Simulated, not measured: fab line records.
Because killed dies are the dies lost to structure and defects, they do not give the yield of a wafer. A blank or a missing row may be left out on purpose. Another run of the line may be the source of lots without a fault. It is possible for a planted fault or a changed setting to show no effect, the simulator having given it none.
Check of tool commonality || flow berkeley-cmos170 || 14 lots and 42 wafers in the sample

## THE REASON FOR OPENING IT
UCB170_NLDD_TW_MEAS_11, reading NLDD_TW: flagged on 2 of 14 lots. Fault-free wafers read 2218, with a standard deviation of 17.
Rule: a lot is flagged when every wafer of it that has a number lies more than 4 standard deviations from that mean, or none has a number. As for the other lots, they are considered sound.

{"lot": "L586", "measured": "day 7 12:48", "on": "film-metro-01", "NLDD_TW, wafer by wafer": "2228 2228 2223", "flag": ""}
{"lot": "L588", "measured": "day 8 05:44", "on": "film-metro-01", "NLDD_TW, wafer by wafer": "2224 2220 2225", "flag": ""}
{"lot": "L591", "measured": "day 9 00:44", "on": "film-metro-03", "NLDD_TW, wafer by wafer": "2213 2219 2215", "flag": ""}
{"lot": "L590", "measured": "day 9 01:05", "on": "film-metro-01", "NLDD_TW, wafer by wafer": "2227 2231 2226", "flag": ""}
{"lot": "L593", "measured": "day 9 01:34", "on": "film-metro-01", "NLDD_TW, wafer by wafer": "2234 2235 2225", "flag": ""}
{"lot": "L594", "measured": "day 9 01:51", "on": "film-metro-02", "NLDD_TW, wafer by wafer": "2186 2188 2167", "flag": ""}
{"lot": "L596", "measured": "day 9 05:29", "on": "film-metro-03", "NLDD_TW, wafer by wafer": "2216 2215 2210", "flag": ""}
{"lot": "L598", "measured": "day 9 20:37", "on": "film-metro-03", "NLDD_TW, wafer by wafer": "2212 2213 2214", "flag": ""}
{"lot": "L600", "measured": "day 10 08:29", "on": "film-metro-03", "NLDD_TW, wafer by wafer": "2220 2209 2220", "flag": ""}
{"lot": "L601", "measured": "day 10 08:44", "on": "film-metro-01", "NLDD_TW, wafer by wafer": "2234 2223 2223", "flag": ""}
{"lot": "L602", "measured": "day 10 20:15", "on": "film-metro-01", "NLDD_TW, wafer by wafer": "2331 2336 2326", "flag": "FLAGGED"}
{"lot": "L603", "measured": "day 11 05:17", "on": "film-metro-03", "NLDD_TW, wafer by wafer": "2337 2348 2344", "flag": "FLAGGED"}
{"lot": "L605", "measured": "day 11 06:17", "on": "film-metro-03", "NLDD_TW, wafer by wafer": "2239 2228 2239", "flag": ""}
{"lot": "L604", "measured": "day 11 06:32", "on": "film-metro-03", "NLDD_TW, wafer by wafer": "2227 2233 2245", "flag": ""}
The mean of the flagged lots' numbers is 2337, +119 from the usual (+7 standard deviations).

## TOOL THAT RAN EACH LOT
Before the reading, the record contains 2 process steps out of a 331-step route. In each cell: the tool, then ch and the chambers that the sampled wafers went through, then the start.
{"lot": "L586", "flag": "", "UCB170_NLDD_IMPLANT_08": "implanter-04 ch 0, day 7 12:26", "UCB170_NLDD_STRIP_10": "plasma-asher-01 ch 0,1, day 7 12:43"}
{"lot": "L588", "flag": "", "UCB170_NLDD_IMPLANT_08": "implanter-01 ch 0, day 8 05:22", "UCB170_NLDD_STRIP_10": "plasma-asher-02 ch 0,1, day 8 05:39"}
{"lot": "L591", "flag": "", "UCB170_NLDD_IMPLANT_08": "implanter-01 ch 0, day 9 00:21", "UCB170_NLDD_STRIP_10": "plasma-asher-01 ch 0,1, day 9 00:38"}
{"lot": "L590", "flag": "", "UCB170_NLDD_IMPLANT_08": "implanter-01 ch 0, day 9 00:43", "UCB170_NLDD_STRIP_10": "plasma-asher-01 ch 1, day 9 00:59"}
{"lot": "L593", "flag": "", "UCB170_NLDD_IMPLANT_08": "implanter-01 ch 0, day 9 01:11", "UCB170_NLDD_STRIP_10": "plasma-asher-02 ch 0,1, day 9 01:27"}
{"lot": "L594", "flag": "", "UCB170_NLDD_IMPLANT_08": "implanter-04 ch 0, day 9 01:29", "UCB170_NLDD_STRIP_10": "plasma-asher-01 ch 0,1, day 9 01:46"}
{"lot": "L596", "flag": "", "UCB170_NLDD_IMPLANT_08": "implanter-01 ch 0, day 9 05:05", "UCB170_NLDD_STRIP_10": "plasma-asher-01 ch 0,1, day 9 05:23"}
{"lot": "L598", "flag": "", "UCB170_NLDD_IMPLANT_08": "implanter-04 ch 0, day 9 20:13", "UCB170_NLDD_STRIP_10": "plasma-asher-02 ch 0,1, day 9 20:31"}
{"lot": "L600", "flag": "", "UCB170_NLDD_IMPLANT_08": "implanter-01 ch 0, day 10 08:05", "UCB170_NLDD_STRIP_10": "plasma-asher-01 ch 0,1, day 10 08:23"}
{"lot": "L601", "flag": "", "UCB170_NLDD_IMPLANT_08": "implanter-02 ch 0, day 10 08:22", "UCB170_NLDD_STRIP_10": "plasma-asher-04 ch 0,1, day 10 08:39"}
{"lot": "L602", "flag": "FLAGGED", "UCB170_NLDD_IMPLANT_08": "implanter-01 ch 0, day 10 19:52", "UCB170_NLDD_STRIP_10": "plasma-asher-04 ch 0,1, day 10 20:08"}
{"lot": "L603", "flag": "FLAGGED", "UCB170_NLDD_IMPLANT_08": "implanter-01 ch 0, day 11 04:53", "UCB170_NLDD_STRIP_10": "plasma-asher-02 ch 0,1, day 11 05:11"}
{"lot": "L605", "flag": "", "UCB170_NLDD_IMPLANT_08": "implanter-04 ch 0, day 11 05:53", "UCB170_NLDD_STRIP_10": "plasma-asher-04 ch 1, day 11 06:11"}
{"lot": "L604", "flag": "", "UCB170_NLDD_IMPLANT_08": "implanter-02 ch 0, day 11 06:10", "UCB170_NLDD_STRIP_10": "plasma-asher-04 ch 0,1, day 11 06:27"}
What these steps do:
- UCB170_NLDD_IMPLANT_08
- UCB170_NLDD_STRIP_10: strips in O2.
- UCB170_NLDD_TW_MEAS_11

## FLAGGED AGAINST TOTAL, ONE TOOL AT A TIME (gauges that did the reading follow at the end)
{"step": "UCB170_NLDD_IMPLANT_08", "tool": "implanter-01", "lots run": 8, "flagged": 2, "share of the flagged lots": "all", "sound lots run after its first flagged lot": 0}
{"step": "UCB170_NLDD_IMPLANT_08", "tool": "implanter-02", "lots run": 2, "flagged": 0, "share of the flagged lots": "none", "sound lots run after its first flagged lot": "-"}
{"step": "UCB170_NLDD_IMPLANT_08", "tool": "implanter-04", "lots run": 4, "flagged": 0, "share of the flagged lots": "none", "sound lots run after its first flagged lot": "-"}
{"step": "UCB170_NLDD_STRIP_10", "tool": "plasma-asher-01", "lots run": 6, "flagged": 0, "share of the flagged lots": "none", "sound lots run after its first flagged lot": "-"}
{"step": "UCB170_NLDD_STRIP_10", "tool": "plasma-asher-02", "lots run": 4, "flagged": 1, "share of the flagged lots": "some", "sound lots run after its first flagged lot": 0}
{"step": "UCB170_NLDD_STRIP_10", "tool": "plasma-asher-04", "lots run": 4, "flagged": 1, "share of the flagged lots": "some", "sound lots run after its first flagged lot": "2 (L605,L604)"}
{"step": "UCB170_NLDD_TW_MEAS_11", "tool": "film-metro-01", "lots run": 6, "flagged": 1, "share of the flagged lots": "some", "sound lots run after its first flagged lot": 0}
{"step": "UCB170_NLDD_TW_MEAS_11", "tool": "film-metro-02", "lots run": 1, "flagged": 0, "share of the flagged lots": "none", "sound lots run after its first flagged lot": "-"}
{"step": "UCB170_NLDD_TW_MEAS_11", "tool": "film-metro-03", "lots run": 7, "flagged": 1, "share of the flagged lots": "some", "sound lots run after its first flagged lot": "2 (L605,L604)"}

## WHAT IS ALLOWED BY THE TABLE
All flagged lots share 1 row of the table, namely implanter-01 at UCB170_NLDD_IMPLANT_08.
- implanter-01 at UCB170_NLDD_IMPLANT_08 ran 8 lots, 2 of them flagged. It ran its last sound lot, L600, at day 10 08:05 and its first flagged lot, L602, at day 10 19:52: a fault with its onset between the two fits. Its own readings (beam-on-s, faraday-current-uA) fall more than 4 standard deviations out on all wafers of the flagged lots.
implanter-01 at UCB170_NLDD_IMPLANT_08 is the single tool remaining.

## WHAT THE SIMULATOR HAD PUT IN
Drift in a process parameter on implanter-01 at UCB170_NLDD_IMPLANT_08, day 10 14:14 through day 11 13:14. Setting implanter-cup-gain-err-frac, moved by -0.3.
Struck lots among those shown: L602, L603. Same finding as the rule above.
